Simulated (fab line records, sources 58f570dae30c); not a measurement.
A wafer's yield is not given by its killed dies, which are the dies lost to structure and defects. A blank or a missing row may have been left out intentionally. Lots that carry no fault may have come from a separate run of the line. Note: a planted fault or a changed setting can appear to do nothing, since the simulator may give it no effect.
Check for tools in common / flow berkeley-cmos170 / Sampled: 15 lots, 45 wafers

## THE REASON FOR OPENING IT
At UCB170_ACTIVE_THK_MEAS_06 the reading ACTIVE_NITRIDE_THK is flagged on 3 of 15 lots. Wafers without a fault read 221.9 nm, standard deviation 2.4.
Rule: a lot is flagged in two cases, either no wafer of it has a number, or all its wafers with numbers fall more than 4 standard deviations from that mean. All remaining lots are regarded as sound.

lot=L638; measured=day 4 10:19; on=film-metro-02; ACTIVE_NITRIDE_THK (nm), wafer by wafer=221.3 220.5 219.7; flag=
lot=L639; measured=day 5 03:04; on=film-metro-02; ACTIVE_NITRIDE_THK (nm), wafer by wafer=221.0 219.1 221.4; flag=
lot=L640; measured=day 5 13:08; on=film-metro-04; ACTIVE_NITRIDE_THK (nm), wafer by wafer=224.5 222.7 223.3; flag=
lot=L641; measured=day 5 13:08; on=film-metro-03; ACTIVE_NITRIDE_THK (nm), wafer by wafer=224.9 227.0 225.5; flag=
lot=L642; measured=day 5 19:08; on=film-metro-03; ACTIVE_NITRIDE_THK (nm), wafer by wafer=223.6 225.3 222.7; flag=
lot=L644; measured=day 6 09:55; on=film-metro-03; ACTIVE_NITRIDE_THK (nm), wafer by wafer=318.9 319.3 320.7; flag=FLAGGED
lot=L645; measured=day 6 09:55; on=film-metro-04; ACTIVE_NITRIDE_THK (nm), wafer by wafer=320.6 319.8 319.7; flag=FLAGGED
lot=L646; measured=day 6 09:56; on=film-metro-02; ACTIVE_NITRIDE_THK (nm), wafer by wafer=322.7 323.5 323.1; flag=FLAGGED
lot=L648; measured=day 6 17:16; on=film-metro-04; ACTIVE_NITRIDE_THK (nm), wafer by wafer=221.4 219.9 222.0; flag=
lot=L657; measured=day 9 02:34; on=film-metro-03; ACTIVE_NITRIDE_THK (nm), wafer by wafer=217.4 218.2 217.5; flag=
lot=L656; measured=day 9 02:35; on=film-metro-04; ACTIVE_NITRIDE_THK (nm), wafer by wafer=219.4 218.2 219.9; flag=
lot=L659; measured=day 9 02:35; on=film-metro-02; ACTIVE_NITRIDE_THK (nm), wafer by wafer=225.9 224.4 224.6; flag=
lot=L658; measured=day 9 02:37; on=film-metro-04; ACTIVE_NITRIDE_THK (nm), wafer by wafer=221.8 222.3 221.8; flag=
lot=L661; measured=day 9 15:06; on=film-metro-03; ACTIVE_NITRIDE_THK (nm), wafer by wafer=218.3 218.3 220.0; flag=
lot=L660; measured=day 10 07:53; on=film-metro-03; ACTIVE_NITRIDE_THK (nm), wafer by wafer=216.7 217.0 219.6; flag=
The mean of the flagged lots' numbers is 320.9 nm, +99.0 nm from the usual (+41 standard deviations).

## WHICH TOOL RAN EACH LOT
Before the reading, the record contains 2 process steps out of a 331-step route. Cell contents, in order: the tool; ch with the chambers the sampled wafers went through; the start.
lot=L638; flag=; UCB170_NWELL_STRIP_15=plasma-asher-02 ch 0,1, day 2 12:45; UCB170_ACTIVE_CVD_05=lpcvd-02 ch 1, day 4 08:24
lot=L639; flag=; UCB170_NWELL_STRIP_15=plasma-asher-03 ch 0,1, day 2 19:39; UCB170_ACTIVE_CVD_05=lpcvd-01 ch 0, day 5 01:09
lot=L640; flag=; UCB170_NWELL_STRIP_15=plasma-asher-04 ch 0,1, day 3 02:46; UCB170_ACTIVE_CVD_05=lpcvd-02 ch 0, day 5 11:13
lot=L641; flag=; UCB170_NWELL_STRIP_15=plasma-asher-04 ch 0,1, day 3 05:56; UCB170_ACTIVE_CVD_05=lpcvd-02 ch 0, day 5 11:13
lot=L642; flag=; UCB170_NWELL_STRIP_15=plasma-asher-02 ch 0,1, day 3 13:56; UCB170_ACTIVE_CVD_05=lpcvd-01 ch 1, day 5 17:13
lot=L644; flag=FLAGGED; UCB170_NWELL_STRIP_15=plasma-asher-03 ch 0,1, day 4 01:51; UCB170_ACTIVE_CVD_05=lpcvd-01 ch 1, day 6 07:59
lot=L645; flag=FLAGGED; UCB170_NWELL_STRIP_15=plasma-asher-02 ch 0,1, day 4 01:48; UCB170_ACTIVE_CVD_05=lpcvd-01 ch 1, day 6 07:59
lot=L646; flag=FLAGGED; UCB170_NWELL_STRIP_15=plasma-asher-02 ch 0,1, day 4 06:30; UCB170_ACTIVE_CVD_05=lpcvd-01 ch 0, day 6 07:59
lot=L648; flag=; UCB170_NWELL_STRIP_15=plasma-asher-02 ch 0,1, day 4 15:43; UCB170_ACTIVE_CVD_05=lpcvd-02 ch 0, day 6 15:20
lot=L657; flag=; UCB170_NWELL_STRIP_15=plasma-asher-02 ch 0,1, day 6 12:36; UCB170_ACTIVE_CVD_05=lpcvd-01 ch 0, day 9 00:38
lot=L656; flag=; UCB170_NWELL_STRIP_15=plasma-asher-03 ch 0,1, day 6 12:23; UCB170_ACTIVE_CVD_05=lpcvd-01 ch 1, day 9 00:38
lot=L659; flag=; UCB170_NWELL_STRIP_15=plasma-asher-03 ch 0,1, day 6 17:36; UCB170_ACTIVE_CVD_05=lpcvd-01 ch 0, day 9 00:38
lot=L658; flag=; UCB170_NWELL_STRIP_15=plasma-asher-02 ch 0,1, day 6 17:27; UCB170_ACTIVE_CVD_05=lpcvd-01 ch 1, day 9 00:38
lot=L661; flag=; UCB170_NWELL_STRIP_15=plasma-asher-03 ch 0,1, day 7 09:21; UCB170_ACTIVE_CVD_05=lpcvd-02 ch 1, day 9 13:10
lot=L660; flag=; UCB170_NWELL_STRIP_15=plasma-asher-02 ch 0,1, day 7 09:19; UCB170_ACTIVE_CVD_05=lpcvd-02 ch 1, day 10 05:59
What is done by these steps:
- UCB170_NWELL_STRIP_15: strips in O2.
- UCB170_ACTIVE_CVD_05: deposits Si3N4 from SiH2Cl2/NH3, target thk 220 nm, time 3300 s.
- UCB170_ACTIVE_THK_MEAS_06

## FLAGGED AGAINST TOTAL, ONE TOOL AT A TIME (gauges that did the reading follow at the end)
step=UCB170_NWELL_STRIP_15; tool=plasma-asher-02; lots run=8; flagged=2; share of the flagged lots=some; sound lots run after its first flagged lot=4 (L648,L657,L658,L660)
step=UCB170_NWELL_STRIP_15; tool=plasma-asher-03; lots run=5; flagged=1; share of the flagged lots=some; sound lots run after its first flagged lot=3 (L656,L659,L661)
step=UCB170_NWELL_STRIP_15; tool=plasma-asher-04; lots run=2; flagged=0; share of the flagged lots=none; sound lots run after its first flagged lot=-
step=UCB170_ACTIVE_CVD_05; tool=lpcvd-01; lots run=9; flagged=3; share of the flagged lots=all; sound lots run after its first flagged lot=4 (L656,L657,L658,L659)
step=UCB170_ACTIVE_CVD_05; tool=lpcvd-02; lots run=6; flagged=0; share of the flagged lots=none; sound lots run after its first flagged lot=-
step=UCB170_ACTIVE_THK_MEAS_06; tool=film-metro-02; lots run=4; flagged=1; share of the flagged lots=some; sound lots run after its first flagged lot=1 (L659)
step=UCB170_ACTIVE_THK_MEAS_06; tool=film-metro-03; lots run=6; flagged=1; share of the flagged lots=some; sound lots run after its first flagged lot=3 (L657,L661,L660)
step=UCB170_ACTIVE_THK_MEAS_06; tool=film-metro-04; lots run=5; flagged=1; share of the flagged lots=some; sound lots run after its first flagged lot=3 (L648,L656,L658)

## WHAT THE TABLE ALLOWS
1 row of the table ran every flagged lot: lpcvd-01 at UCB170_ACTIVE_CVD_05.
- lpcvd-01 at UCB170_ACTIVE_CVD_05 ran 9 lots, 3 of them flagged. Sound lots followed the first flagged one (L656, L657, L658, L659) on it, something a lasting fault affecting the whole tool could not allow.
Not one row of the table ran every flagged lot while running no sound lot after the first.

## WHAT THE SIMULATOR HAD PUT IN
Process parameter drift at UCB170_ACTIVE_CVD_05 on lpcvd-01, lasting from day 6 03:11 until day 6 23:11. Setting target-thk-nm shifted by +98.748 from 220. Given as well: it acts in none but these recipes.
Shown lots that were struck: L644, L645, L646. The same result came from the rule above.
